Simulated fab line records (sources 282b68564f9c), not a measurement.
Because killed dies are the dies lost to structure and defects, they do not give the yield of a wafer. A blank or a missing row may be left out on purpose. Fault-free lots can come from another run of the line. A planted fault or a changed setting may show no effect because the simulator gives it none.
fab line records | flow rit-cmos
record: lots: 6 | wafers: 18 | last-day: 7
route steps=202 shown CONTACT@172 M1@184
lots with no fault: from the same line, run without faults
start-h: hours from the record's opening day to when the first of the lot's shown wafers began | wait-h: hours since the lot's step before | " identical to the entry in the row above | L1.1+2: several wafers, shown together as one row | - no value, or no start given | * or withheld: withheld | < > ~ a bound
route shown NAME@n: names a module that has steps shown in the file, with the first one's number in the route | usual: mean/standard deviation taken from wafers without a fault | same: alike in all rows | chamber/n: place in a boat | sites: the reading at each site | _std_site: standard deviation across them | _edge_site: inner sites' mean taken away from outer sites' mean | radius-mm: how far each site lies from the wafer's centre | mask NAME#n: copy n | behind: the tool/chamber that last shaped the wafer | hold: reason for holding the lot/hours on hold/outcome of the hold | device: which transistor (n, p or np) failed to switch | end of line: at the end of the route, the tests of the same wafers | a step given without rows: its recipe and nothing more | killed: at the first sort, the dies lost to defects and structure; wafer yield is something else | map: per-die view of a wafer (x killed, . not killed, _ where there is no die)
set.NAME: the run value of the setting; set.NAME@STEP: its run value at that earlier step | model.NAME: the simulator's own value behind a step, which no gauge read
certain route steps with their lots: each step a table, each wafer a row
services: a tool's chamber out of use, with start hour (start-h, from the record's first day; less than 0 if before it), hours out, and reason
== steps ==
step: RIT_CONTACT_SOFTBAKE_04
recipe: resist: NOVOLAK | temp-c: 90 | time-s: 60
step: RIT_CONTACT_EXPOSE_05
recipe: mask-id: M11 | na: 0.6 | source-shape: conventional | sigma-outer: 0.5 | target-cd-nm: 1000 | dose-mj: 250
step: RIT_CONTACT_PEB_06
recipe: resist: NOVOLAK | temp-c: withheld | time-s: withheld
step: RIT_CONTACT_DEVELOP_07
recipe: resist: NOVOLAK | develop-time-s: 120 | dev-temp-c: 23
step: RIT_CONTACT_CD_MEAS_08
recipe: target-cd-nm: 1000
usual: cd-nm: 999.3/2.3
lot.wafer | tool      | chamber | start-h | wait-h | cd-nm
L215.2    | cd-sem-02 | -       | 81.00   | -      | 999.1
L215.4    | "         | -       | "       | "      | 999.1
L215.5    | "         | -       | "       | "      | 998.9
L217.1    | cd-sem-02 | -       | 92.21   | -      | 1002.7
L217.2    | "         | -       | "       | "      | 1002.7
L217.5    | "         | -       | "       | "      | 1001.4
L228.1    | cd-sem-02 | -       | 147.85  | -      | 999.1
L228.2    | "         | -       | "       | "      | 999.2
L228.6    | "         | -       | "       | "      | 998.0
L229.1    | cd-sem-02 | -       | 156.16  | -      | 997.4
L229.2    | "         | -       | "       | "      | 999.3
L229.3    | "         | -       | "       | "      | 996.0
L230.1    | cd-sem-02 | -       | 161.38  | -      | 999.5
L230.2    | "         | -       | "       | "      | 998.5
L230.4    | "         | -       | "       | "      | 999.2
L232.1    | cd-sem-02 | -       | 168.79  | -      | 999.1
L232.4    | "         | -       | "       | "      | 1000.4
L232.6    | "         | -       | "       | "      | 999.8
step: RIT_CONTACT_OVL_MEAS_09
usual: CONTACT_OVL: -0.2/1.4
lot.wafer | tool       | chamber | start-h | wait-h | CONTACT_OVL[nm]
L215.2    | overlay-02 | -       | 81.11   | 0.1    | -2.5
L215.4    | "          | -       | "       | "      | -3.1
L215.5    | "          | -       | "       | "      | -3.2
L217.1    | overlay-01 | -       | 92.33   | 0.1    | 0.8
L217.2    | "          | -       | "       | "      | 0.8
L217.5    | "          | -       | "       | "      | 1.2
L228.1    | overlay-01 | -       | 147.97  | 0.1    | -2.0
L228.2    | "          | -       | "       | "      | -0.7
L228.6    | "          | -       | "       | "      | 1.3
L229.1    | overlay-02 | -       | 156.28  | 0.1    | 1.3
L229.2    | "          | -       | "       | "      | -0.1
L229.3    | "          | -       | "       | "      | 0.5
L230.1    | overlay-02 | -       | 161.50  | 0.1    | 0.8
L230.2    | "          | -       | "       | "      | 0.8
L230.4    | "          | -       | "       | "      | 1.2
L232.1    | overlay-02 | -       | 168.91  | 0.1    | -0.3
L232.4    | "          | -       | "       | "      | -1.0
L232.6    | "          | -       | "       | "      | -0.9
step: RIT_CONTACT_HARDBAKE_10
recipe: resist: NOVOLAK | temp-c: 140 | time-s: 60
step: RIT_CONTACT_ETCH_11
recipe: target-depth-a: 4800 | over-etch-frac: 0.2 | stop-on: TiSi2 | chemistry: CHF3/CF4/Ar | target: SiO2 | CHF3_flow_sccm: 50 | cf4-flow-sccm: 10 | Ar_flow_sccm: 100 | O2_flow_sccm: 5 | pressure-mtorr: 100 | rf-w: 200 | time-s: 320
usual: drypump-motor-current-A: 5.5/0.39 | oes-product-au: 0.982/0.013 | throttle-valve-pct: 8.89/0.13
same: over-etch-frac: 0.2
lot.wafer | tool        | chamber | start-h | wait-h | drypump-motor-current-A | oes-product-au | rf-hours-counter-h | throttle-valve-pct
L215.2    | rie-diel-02 | 2       | 81.29   | 0.1    | 5.6                     | 0.995          | 113                | 8.67
L215.4    | "           | 0       | "       | "      | 5.8                     | 0.965          | 140                | 8.89
L215.5    | "           | 3       | "       | "      | 5.2                     | 0.972          | -                  | 9.10
L217.1    | rie-diel-02 | 2       | 92.52   | 0.1    | 5.6                     | 0.995          | 113                | 8.67
L217.2    | "           | 3       | "       | "      | 5.3                     | 0.963          | 117                | 9.12
L217.5    | "           | 2       | "       | "      | 5.6                     | 0.987          | -                  | 8.67
L228.1    | rie-diel-04 | 0       | 148.15  | 0.1    | 6.3                     | 1.018          | 8                  | 8.95
L228.2    | "           | 3       | "       | "      | 5.7                     | 0.976          | 44                 | 8.64
L228.6    | "           | 1       | "       | "      | 5.3                     | 0.996          | -                  | 8.95
L229.1    | rie-diel-03 | 2       | 156.47  | 0.1    | 4.8                     | 0.989          | 43                 | 8.79
L229.2    | "           | 3       | "       | "      | 5.7                     | 0.980          | 133                | 8.91
L229.3    | "           | 0       | "       | "      | 5.7                     | 0.985          | 108                | 8.95
L230.1    | rie-diel-02 | 2       | 161.69  | 0.1    | 5.6                     | 0.996          | 115                | 8.67
L230.2    | "           | 0       | "       | "      | 5.9                     | 0.959          | 142                | 8.91
L230.4    | "           | 3       | "       | "      | 5.2                     | 0.968          | 118                | 9.11
L232.1    | rie-diel-03 | 0       | 169.10  | 0.1    | 5.7                     | 0.986          | 109                | 8.92
L232.4    | "           | 3       | "       | "      | 5.6                     | 0.977          | 133                | 8.91
L232.6    | "           | 1       | "       | "      | 4.9                     | 0.972          | -                  | 8.90
step: RIT_CONTACT_STRIP_12
recipe: chemistry: O2 | time-s: 180 | resist: NOVOLAK | platen-temp-c: withheld | power-w: 500 | pressure-mtorr: 4000 | o2-flow-sccm: 4000
usual: drypump-motor-current-A: 5.7/0.54
lot.wafer | tool            | chamber | start-h | wait-h | drypump-motor-current-A | rf-hours-counter-h
L215.2    | plasma-asher-01 | 1       | 81.48   | 0.1    | 4.9                     | 29
L215.4    | "               | 1       | "       | "      | 4.9                     | -
L215.5    | "               | 0       | "       | "      | 5.7                     | -
L217.1    | plasma-asher-01 | 0       | 92.72   | 0.1    | 5.7                     | 30
L217.2    | "               | 1       | "       | "      | 4.9                     | 30
L217.5    | "               | 1       | "       | "      | 4.9                     | -
L228.1    | plasma-asher-02 | 1       | 148.35  | 0.1    | 5.5                     | 3
L228.2    | "               | 0       | "       | "      | 5.4                     | 3
L228.6    | "               | 0       | "       | "      | 5.4                     | -
L229.1    | plasma-asher-04 | 0       | 156.66  | 0.1    | 6.3                     | 54
L229.2    | "               | 1       | "       | "      | 6.3                     | 54
L229.3    | "               | 0       | "       | "      | 6.3                     | -
L230.1    | plasma-asher-02 | 1       | 161.88  | 0.1    | 5.5                     | 5
L230.2    | "               | 0       | "       | "      | 5.4                     | 5
L230.4    | "               | 1       | "       | "      | 5.5                     | -
L232.1    | plasma-asher-01 | 1       | 169.29  | 0.1    | 4.9                     | 37
L232.4    | "               | 1       | "       | "      | 4.9                     | -
L232.6    | "               | 1       | "       | "      | 4.9                     | -
step: RIT_CONTACT_CD_MEAS_90
recipe: target-cd-nm: 1000
usual: cd-nm: 999.2/2.3
lot.wafer | tool      | chamber | start-h | wait-h | cd-nm
L215.2    | cd-sem-02 | -       | 81.68   | 0.1    | 999.0
L215.4    | "         | -       | "       | "      | 999.4
L215.5    | "         | -       | "       | "      | 1000.0
L217.1    | cd-sem-01 | -       | 92.89   | 0.1    | 1001.9
L217.2    | "         | -       | "       | "      | 1002.6
L217.5    | "         | -       | "       | "      | 1000.9
L228.1    | cd-sem-02 | -       | 148.52  | 0.1    | 999.1
L228.2    | "         | -       | "       | "      | 998.7
L228.6    | "         | -       | "       | "      | 998.4
L229.1    | cd-sem-02 | -       | 156.84  | 0.1    | 997.5
L229.2    | "         | -       | "       | "      | 998.8
L229.3    | "         | -       | "       | "      | 996.1
L230.1    | cd-sem-02 | -       | 162.06  | 0.1    | 999.3
L230.2    | "         | -       | "       | "      | 998.5
L230.4    | "         | -       | "       | "      | 999.4
L232.1    | cd-sem-02 | -       | 169.47  | 0.1    | 999.0
L232.4    | "         | -       | "       | "      | 1000.0
L232.6    | "         | -       | "       | "      | 1000.0
step: RIT_CONTACT_CLEAN_13
recipe: chemistry: SC1 | mix: 3:3:50 | time-s: 600 | temp-c: 75
step: RIT_CONTACT_CLEAN_14
recipe: chemistry: SC2 | mix: 3:3:50 | time-s: 600 | temp-c: 75 | dry: n2-spin
step: RIT_M1_SPUTTER_00
recipe: material: Al | target-thk-nm: 400 | power-w: 2000 | chamber-pressure-pa: 0.4 | gas: Ar | time-s: 500 | substrate-temp-c: 25
usual: substrate-temp-c: 25.00/0.12 | throttle-valve-pct: 29.9/0.9
lot.wafer | tool           | chamber | start-h | wait-h | substrate-temp-c | throttle-valve-pct | model.Al_of_M1_SPUTTER_00.thk-nm
L215.2    | pvd-sputter-01 | -       | 82.13   | 0.0    | 24.83            | 28.3               | 502.6
L215.4    | "              | -       | "       | "      | 25.14            | 30.0               | 505.9
L215.5    | "              | -       | "       | "      | 25.01            | 31.0               | 505.6
L217.1    | pvd-sputter-01 | -       | 93.36   | 0.0    | 25.03            | 30.0               | 500.7
L217.2    | "              | -       | "       | "      | 25.03            | 28.4               | 495.6
L217.5    | "              | -       | "       | "      | 24.94            | 31.0               | 498.6
L228.1    | pvd-sputter-01 | -       | 149.01  | 0.0    | 25.05            | 27.9               | 403.3
L228.2    | "              | -       | "       | "      | 25.01            | 30.3               | 412.6
L228.6    | "              | -       | "       | "      | 25.06            | 31.0               | 401.6
L229.1    | pvd-sputter-02 | -       | 157.33  | 0.0    | 25.06            | 30.7               | 400.3
L229.2    | "              | -       | "       | "      | 25.16            | 31.0               | 400.7
L229.3    | "              | -       | "       | "      | 24.91            | 29.9               | 398.5
L230.1    | pvd-sputter-01 | -       | 162.54  | 0.0    | 25.10            | 30.8               | 401.9
L230.2    | "              | -       | "       | "      | 24.73            | 31.2               | 401.7
L230.4    | "              | -       | "       | "      | 25.16            | 30.0               | 404.5
L232.1    | pvd-sputter-03 | -       | 169.95  | 0.0    | 25.03            | 29.0               | 399.1
L232.4    | "              | -       | "       | "      | 25.08            | 29.0               | 401.8
L232.6    | "              | -       | "       | "      | 25.16            | 29.5               | 396.7
step: RIT_M1_RS_MEAS_01
recipe: thk-meas-gauge: four-point-probe | reads: Al_of_M1_SPUTTER_00
usual: M1_AL_RS: 0.0736/0.00065
lot.wafer | tool          | chamber | start-h | wait-h | M1_AL_RS[ohm/sq]
L215.2    | film-metro-04 | -       | 82.44   | 0.2    | 0.0582
L215.4    | "             | -       | "       | "      | 0.0579
L215.5    | "             | -       | "       | "      | 0.0580
L217.1    | film-metro-03 | -       | 93.65   | 0.1    | 0.0584
L217.2    | "             | -       | "       | "      | 0.0591
L217.5    | "             | -       | "       | "      | 0.0588
L228.1    | film-metro-01 | -       | 149.30  | 0.1    | 0.0728
L228.2    | "             | -       | "       | "      | 0.0711
L228.6    | "             | -       | "       | "      | 0.0733
L229.1    | film-metro-04 | -       | 157.62  | 0.1    | 0.0736
L229.2    | "             | -       | "       | "      | 0.0734
L229.3    | "             | -       | "       | "      | 0.0738
L230.1    | film-metro-04 | -       | 162.84  | 0.1    | 0.0731
L230.2    | "             | -       | "       | "      | 0.0732
L230.4    | "             | -       | "       | "      | 0.0726
L232.1    | film-metro-04 | -       | 170.25  | 0.1    | 0.0735
L232.4    | "             | -       | "       | "      | 0.0731
L232.6    | "             | -       | "       | "      | 0.0741
step: RIT_M1_THK_MEAS_02
recipe: thk-meas-gauge: xrf | reads: Al_of_M1_SPUTTER_00
usual: M1_AL_THK: 405/3.9
lot.wafer | tool          | chamber | start-h | wait-h | M1_AL_THK[nm]
L215.2    | film-metro-04 | -       | 82.55   | 0.1    | 509
L215.4    | "             | -       | "       | "      | 510
L215.5    | "             | -       | "       | "      | 511
L217.1    | film-metro-03 | -       | 93.77   | 0.1    | 502
L217.2    | "             | -       | "       | "      | 499
L217.5    | "             | -       | "       | "      | 504
L228.1    | film-metro-01 | -       | 149.42  | 0.1    | 413
L228.2    | "             | -       | "       | "      | 422
L228.6    | "             | -       | "       | "      | 409
L229.1    | film-metro-04 | -       | 157.74  | 0.1    | 405
L229.2    | "             | -       | "       | "      | 407
L229.3    | "             | -       | "       | "      | 405
L230.1    | film-metro-04 | -       | 162.96  | 0.1    | 406
L230.2    | "             | -       | "       | "      | 408
L230.4    | "             | -       | "       | "      | 410
L232.1    | film-metro-04 | -       | 170.37  | 0.1    | 407
L232.4    | "             | -       | "       | "      | 407
L232.6    | "             | -       | "       | "      | 403
step: RIT_M1_HMDS_03
recipe: prime-time-s: 60 | prime-temp-c: 140
step: RIT_M1_COAT_04
recipe: resist: NOVOLAK | spin-rpm: 2000 | resist-thk-nm: 1300
step: RIT_M1_SOFTBAKE_05
recipe: resist: NOVOLAK | temp-c: 90 | time-s: 60
step: RIT_M1_EXPOSE_06
recipe: mask-id: M12 | na: 0.6 | source-shape: conventional | sigma-outer: 0.5 | target-cd-nm: 2600 | dose-mj: 250
step: RIT_M1_PEB_07
recipe: resist: NOVOLAK | temp-c: withheld | time-s: withheld
step: RIT_M1_DEVELOP_08
recipe: resist: NOVOLAK | develop-time-s: 68 | dev-temp-c: 23
step: RIT_M1_CD_MEAS_09
recipe: target-cd-nm: 2600
usual: cd-nm: 2599.9/2.3
lot.wafer | tool      | chamber | start-h | wait-h | cd-nm
L215.2    | cd-sem-02 | -       | 83.50   | -      | 2598.3
L215.4    | "         | -       | "       | "      | 2599.4
L215.5    | "         | -       | "       | "      | 2597.4
L217.1    | cd-sem-02 | -       | 94.71   | -      | 2596.5
L217.2    | "         | -       | "       | "      | 2599.7
L217.5    | "         | -       | "       | "      | 2598.5
L228.1    | cd-sem-02 | -       | 150.49  | -      | 2600.3
L228.2    | "         | -       | "       | "      | 2600.0
L228.6    | "         | -       | "       | "      | 2597.8
L229.1    | cd-sem-02 | -       | 158.75  | -      | 2600.3
L229.2    | "         | -       | "       | "      | 2599.9
L229.3    | "         | -       | "       | "      | 2602.4
L230.1    | cd-sem-02 | -       | 163.95  | -      | 2597.3
L230.2    | "         | -       | "       | "      | 2594.8
L230.4    | "         | -       | "       | "      | 2597.3
L232.1    | cd-sem-01 | -       | 171.31  | -      | 2598.0
L232.4    | "         | -       | "       | "      | 2600.5
L232.6    | "         | -       | "       | "      | 2601.0
step: RIT_M1_OVL_MEAS_10
usual: M1_OVL: -0.4/1.4
lot.wafer | tool       | chamber | start-h | wait-h | M1_OVL[nm]
L215.2    | overlay-02 | -       | 83.61   | 0.1    | -2.0
L215.4    | "          | -       | "       | "      | -0.1
L215.5    | "          | -       | "       | "      | -0.7
L217.1    | overlay-02 | -       | 94.83   | 0.1    | 1.5
L217.2    | "          | -       | "       | "      | 1.8
L217.5    | "          | -       | "       | "      | 1.1
L228.1    | overlay-02 | -       | 150.61  | 0.1    | -1.6
L228.2    | "          | -       | "       | "      | -1.7
L228.6    | "          | -       | "       | "      | -2.0
L229.1    | overlay-02 | -       | 158.87  | 0.1    | 0.7
L229.2    | "          | -       | "       | "      | 1.9
L229.3    | "          | -       | "       | "      | 0.0
L230.1    | overlay-02 | -       | 164.07  | 0.1    | -0.6
L230.2    | "          | -       | "       | "      | -0.2
L230.4    | "          | -       | "       | "      | 0.1
L232.1    | overlay-02 | -       | 171.43  | 0.1    | 0.2
L232.4    | "          | -       | "       | "      | -0.8
L232.6    | "          | -       | "       | "      | -0.3
step: RIT_M1_HARDBAKE_11
recipe: resist: NOVOLAK | temp-c: 140 | time-s: 120
step: RIT_M1_METAL_ETCH_12
recipe: stop-on: SiO2 | chemistry: Cl2/BCl3 | target: Al | time-s: 165 | over-etch-frac: 0.5 | pressure-mtorr: 100 | target-depth-a: 6000 | rf-w: 250 | Cl2_flow_sccm: 60 | bcl3-flow-sccm: 50
usual: drypump-motor-current-A: 6.04/0.22 | oes-product-au: 0.776/0.014 | throttle-valve-pct: 8.30/0.11
same: over-etch-frac: 0.5
lot.wafer | tool         | chamber | start-h | wait-h | drypump-motor-current-A | oes-product-au | rf-hours-counter-h | throttle-valve-pct
L215.2    | rie-metal-03 | 0       | 84.04   | 0.2    | 5.87                    | 0.882          | 4                  | 8.29
L215.4    | "            | 1       | "       | "      | 6.19                    | 0.896          | -                  | 8.15
L215.5    | "            | 1       | "       | "      | 6.23                    | 0.902          | -                  | 8.17
L217.1    | rie-metal-01 | 1       | 95.12   | 0.2    | 5.93                    | 0.914          | 1                  | 8.26
L217.2    | "            | 0       | "       | "      | 6.08                    | 0.864          | 1                  | 8.18
L217.5    | "            | 1       | "       | "      | 5.94                    | 0.910          | -                  | 8.25
L228.1    | rie-metal-01 | 0       | 150.89  | 0.2    | 6.02                    | 0.769          | 2                  | 8.20
L228.2    | "            | 1       | "       | "      | 5.92                    | 0.811          | 2                  | 8.27
L228.6    | "            | 1       | "       | "      | 5.91                    | 0.811          | -                  | 8.27
L229.1    | rie-metal-02 | 1       | 159.16  | 0.2    | 6.40                    | 0.764          | 0                  | 8.53
L229.2    | "            | 0       | "       | "      | 5.78                    | 0.786          | 0                  | 8.31
L229.3    | "            | 1       | "       | "      | 6.42                    | 0.759          | -                  | 8.53
L230.1    | rie-metal-03 | 0       | 164.36  | 0.2    | 5.89                    | 0.771          | 5                  | 8.30
L230.2    | "            | 1       | "       | "      | 6.20                    | 0.791          | 5                  | 8.18
L230.4    | "            | 0       | "       | "      | 5.88                    | 0.767          | -                  | 8.30
L232.1    | rie-metal-02 | 0       | 171.71  | 0.2    | 5.77                    | 0.780          | 0                  | 8.30
L232.4    | "            | 0       | "       | "      | 5.77                    | 0.783          | -                  | 8.30
L232.6    | "            | 0       | "       | "      | 5.77                    | 0.782          | -                  | 8.30
step: RIT_M1_STRIP_13
recipe: chemistry: nmp | resist: NOVOLAK | temp-c: 80 | time-s: 600 | dry: n2-spin
step: RIT_M1_PROBE_99
usual: defect-limited-yield: 97.3/1.2 | killed-at-contacts: 0.0/0.16 | killed-at-front-end: 7/3 | killed-dies: 7/3 | killed-open: 3.5/2 | killed-short: 3.6/2.1 | sort_bin_3_pad_short: 0.2/0.26 | sort_bin_5_function: 1.5/0.76 | sort_bin_6_memory: 1.0/0.65 | sort-n-pass: 257/3 | sort-yield-pct: 97.3/1.2
same: gross-dies: 264 | killed_at_M0_to_M3: 0 | killed_at_M4_up: 0 | killed-at-back-side: 0 | killed-at-other: 0
lot.wafer | tool      | chamber | start-h | wait-h | defect-limited-yield[%] | killed-at-contacts | killed-at-front-end | killed-dies | killed-open | killed-short | sort_bin_3_pad_short[%] | sort_bin_5_function[%] | sort_bin_6_memory[%] | sort-n-pass | sort-yield-pct[%] | model.etest.m1-comb-over-steps.leak-log10-a-um | model.etest.m1.rs-ohm-sq | model.etest.antenna-m1.vt-shift-v
L215.2    | prober-01 | -       | 86.34   | 0.1    | 96.2                    | 0                  | 10                  | 10          | 8           | 2            | 0.4                     | 1.9                    | 1.5                  | 254         | 96.2              | -12.34                                         | 0.05781                  | -0.007226
L215.4    | prober-01 | -       | 86.44   | 0.2    | 95.5                    | 0                  | 12                  | 12          | 8           | 4            | 0                       | 3.0                    | 1.5                  | 252         | 95.5              | -11.17                                         | 0.05742                  | -0.000326
L215.5    | prober-01 | -       | 86.49   | 0.2    | 98.1                    | 0                  | 5                   | 5           | 4           | 1            | 0                       | 1.5                    | 0.4                  | 259         | 98.1              | -11.17                                         | 0.05727                  | -0.001221
L217.1    | prober-01 | -       | 99.44   | 0.1    | 95.5                    | 0                  | 12                  | 12          | 3           | 9            | 0                       | 2.3                    | 2.3                  | 252         | 95.5              | -12.57                                         | 0.05761                  | -0.004995
L217.2    | prober-01 | -       | 99.49   | 0.1    | 95.5                    | 0                  | 12                  | 12          | 5           | 7            | 0.4                     | 3.4                    | 0.8                  | 252         | 95.5              | -12.71                                         | 0.05846                  | -0.005005
L217.5    | prober-01 | -       | 99.64   | 0.2    | 95.5                    | 1                  | 11                  | 12          | 8           | 4            | 0.4                     | 2.7                    | 1.5                  | 252         | 95.5              | -12.37                                         | 0.05826                  | -0.004589
L228.1    | prober-01 | -       | 153.15  | 0.1    | 99.2                    | 0                  | 2                   | 2           | 1           | 1            | 0.4                     | 0.4                    | 0                    | 262         | 99.2              | -12.84                                         | 0.07161                  | -0.0152
L228.2    | prober-01 | -       | 153.20  | 0.1    | 96.2                    | 0                  | 10                  | 10          | 6           | 4            | 0.8                     | 2.7                    | 0.4                  | 254         | 96.2              | -12.81                                         | 0.07028                  | -0.01078
L228.6    | prober-01 | -       | 153.40  | 0.2    | 97.3                    | 1                  | 6                   | 7           | 3           | 4            | 0.4                     | 1.5                    | 0.8                  | 257         | 97.3              | -12.88                                         | 0.07262                  | -0.009118
L229.1    | prober-02 | -       | 161.43  | 0.1    | 97.0                    | 0                  | 8                   | 8           | 3           | 5            | 0.4                     | 1.5                    | 1.1                  | 256         | 97.0              | -12.84                                         | 0.07231                  | -0.00786
L229.2    | prober-02 | -       | 161.48  | 0.1    | 98.5                    | 0                  | 4                   | 4           | 2           | 2            | 0.4                     | 0.8                    | 0.4                  | 260         | 98.5              | -12.69                                         | 0.07238                  | -0.01427
L229.3    | prober-02 | -       | 161.53  | 0.2    | 96.2                    | 0                  | 10                  | 10          | 4           | 6            | 0.4                     | 1.9                    | 1.5                  | 254         | 96.2              | -12.69                                         | 0.07309                  | -0.01097
L230.1    | prober-01 | -       | 167.48  | 0.1    | 97.7                    | 0                  | 6                   | 6           | 3           | 3            | 0                       | 1.5                    | 0.8                  | 258         | 97.7              | -12.75                                         | 0.07225                  | -0.01414
L230.2    | prober-01 | -       | 167.53  | 0.1    | 96.6                    | 0                  | 9                   | 9           | 7           | 2            | 0                       | 2.3                    | 1.1                  | 255         | 96.6              | -12.7                                          | 0.07246                  | -0.01171
L230.4    | prober-01 | -       | 167.63  | 0.2    | 97.0                    | 0                  | 8                   | 8           | 4           | 4            | 1.1                     | 1.1                    | 0.8                  | 256         | 97.0              | -12.79                                         | 0.07106                  | -0.008803
L232.1    | prober-01 | -       | 174.02  | 0.1    | 96.2                    | 0                  | 10                  | 10          | 2           | 8            | 0                       | 1.9                    | 1.9                  | 254         | 96.2              | -12.74                                         | 0.07289                  | -0.00686
L232.4    | prober-01 | -       | 174.17  | 0.2    | 98.9                    | 0                  | 3                   | 3           | 1           | 2            | 0                       | 1.1                    | 0                    | 261         | 98.9              | -12.76                                         | 0.07243                  | -0.009519
L232.6    | prober-01 | -       | 174.27  | 0.2    | 97.0                    | 0                  | 8                   | 8           | 2           | 6            | 0                       | 1.5                    | 1.5                  | 256         | 97.0              | -12.81                                         | 0.07285                  | -0.01137
killed by level:class
L215.2 GATE:geometric-particle:open=4 FOX1:geometric-particle:open=2 FOX2:geometric-particle:short=1 FOX2:geometric-particle:open=1 GATE:geometric-particle:short=1 REOX:geometric-particle:open=1
L215.4 FOX1:geometric-particle:open=4 SILICIDE:geometric-particle:short=3 SILICIDE:geometric-particle:open=2 GATE:geometric-particle:open=1 GATE:geometric-particle:short=1 SPACER:geometric-particle:open=1
L215.5 FOX2:geometric-particle:open=1 GATE:geometric-particle:open=1 GATE:geometric-particle:short=1 SPACER:geometric-particle:open=1 SILICIDE:geometric-particle:open=1
L217.1 GATE:geometric-particle:short=5 SPACER:geometric-particle:short=2 FOX1:geometric-particle:short=1 FOX2:geometric-particle:open=1 FOX2:geometric-particle:short=1 REOX:geometric-particle:open=1 SPACER:geometric-particle:open=1
L217.2 GATE:geometric-particle:short=4 GATE:geometric-particle:open=2 FOX1:geometric-particle:short=1 FOX1:geometric-particle:open=1 FOX2:geometric-particle:short=1 REOX:geometric-particle:open=1 SPACER:geometric-particle:open=1 SPACER:geometric-particle:short=1
L217.5 FOX2:geometric-particle:short=2 FOX2:geometric-particle:open=2 GATE:geometric-particle:open=2 SPACER:geometric-particle:open=2 FOX1:geometric-particle:open=1 GATE:geometric-particle:short=1 SPACER:geometric-particle:short=1 CONTACT:geometric-particle:open=1
L228.1 FOX2:geometric-particle:open=1 REOX:geometric-particle:short=1
L228.2 GATE:geometric-particle:open=3 FOX1:geometric-particle:short=2 GATE:geometric-particle:short=2 REOX:geometric-particle:open=2 FOX2:geometric-particle:open=1
L228.6 GATE:geometric-particle:open=3 GATE:geometric-particle:short=2 FOX2:geometric-particle:short=1 CONTACT:geometric-particle:short=1
L229.1 FOX2:geometric-particle:short=2 GATE:geometric-particle:short=2 SPACER:geometric-particle:open=2 SILICIDE:geometric-particle:open=1 SILICIDE:geometric-particle:short=1
L229.2 FOX1:geometric-particle:open=1 GATE:geometric-particle:open=1 GATE:geometric-particle:short=1 SILICIDE:geometric-particle:short=1
L229.3 GATE:geometric-particle:short=2 SPACER:geometric-particle:open=2 SILICIDE:geometric-particle:short=2 ACTIVE:geometric-particle:short=1 GATE:geometric-particle:open=1 REOX:geometric-particle:open=1 REOX:geometric-particle:short=1
L230.1 REOX:geometric-particle:short=2 FOX2:geometric-particle:open=1 GATE:geometric-particle:open=1 REOX:geometric-particle:open=1 SILICIDE:geometric-particle:short=1
L230.2 SILICIDE:geometric-particle:open=3 SILICIDE:geometric-particle:short=2 FOX2:geometric-particle:open=1 GATE:geometric-particle:open=1 REOX:geometric-particle:open=1 SPACER:geometric-particle:open=1
L230.4 GATE:geometric-particle:short=2 FOX1:geometric-particle:open=1 REOX:geometric-particle:open=1 SPACER:geometric-particle:short=1 SPACER:geometric-particle:open=1 SILICIDE:geometric-particle:short=1 SILICIDE:geometric-particle:open=1
L232.1 GATE:geometric-particle:short=5 REOX:geometric-particle:short=3 GATE:geometric-particle:open=1 REOX:geometric-particle:open=1
L232.4 SILICIDE:geometric-particle:short=2 REOX:geometric-particle:open=1
L232.6 GATE:geometric-particle:short=2 REOX:geometric-particle:short=2 FOX1:geometric-particle:short=1 FOX2:geometric-particle:short=1 GATE:geometric-particle:open=1 REOX:geometric-particle:open=1
== services ==
tool            | chamber | start-h | hours | kind
rie-metal-01    | -       | 60.19   | 4.3   | pm
rie-metal-03    | -       | 62.33   | 2.8   | pm
rie-diel-04     | -       | 67.93   | 1.0   | repair
pvd-sputter-02  | -       | 69.51   | 2.9   | repair
rie-diel-04     | -       | 73.75   | 15.6  | pm
rie-metal-03    | -       | 81.11   | 1.4   | pm
rie-diel-02     | 1       | 97.48   | 7.5   | repair
plasma-asher-01 | -       | 98.37   | 0.4   | repair
plasma-asher-01 | -       | 103.03  | 2.8   | pm
rie-diel-02     | 1       | 105.38  | 5.0   | repair
plasma-asher-02 | -       | 108.75  | 9.0   | pm
plasma-asher-02 | 0       | 108.75  | 9.0   | vent-cycle
plasma-asher-02 | 1       | 108.75  | 9.0   | vent-cycle
plasma-asher-02 | 0       | 117.75  | -     | clean
plasma-asher-02 | 1       | 117.75  | -     | clean
rie-diel-02     | 3       | 124.14  | 9.1   | repair
plasma-asher-04 | -       | 125.04  | 2.2   | repair
rie-metal-02    | -       | 136.12  | 20.0  | pm
rie-metal-02    | 0       | 136.12  | 20.0  | vent-cycle
rie-metal-02    | 1       | 136.12  | 20.0  | vent-cycle
pvd-sputter-03  | -       | 136.90  | 1.7   | repair
pvd-sputter-02  | -       | 139.07  | 2.6   | repair
rie-metal-02    | 0       | 156.12  | -     | clean
rie-metal-02    | -       | 169.00  | 1.4   | pm
== key ==
first-sign: step: RIT_M1_RS_MEAS_01 | reading: M1_AL_RS | direction: down | sigmas: 24 | usual: 0.0736 | struck: 0.0584
effect: step: RIT_M1_THK_MEAS_02 | reading: M1_AL_THK | direction: up | sigmas: 26 | usual: 405 | struck: 506
effect: step: RIT_M1_METAL_ETCH_12 | reading: oes-product-au | direction: up | sigmas: 8.5 | usual: 0.776 | struck: 0.895
model-effect: step: RIT_M1_SPUTTER_00 | value: Al_of_M1_SPUTTER_00.thk-nm | without: 399.6 | struck: 501.5
model-effect: step: RIT_M1_PROBE_99 | value: etest.m1-comb-over-steps.leak-log10-a-um | without: -12.83 | struck: -12.06
met-at RIT_M1_SPUTTER_00
struck-wafers L215.2,L215.4,L215.5,L217.1,L217.2,L217.5
fault: kind: process-parameter-drift | tool: pvd-sputter-01 | chamber: - | onset-h: 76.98 | steps: RIT_M1_SPUTTER_00 | channel: time-s | offset: * | shape: step | end-h: 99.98 | stated: *
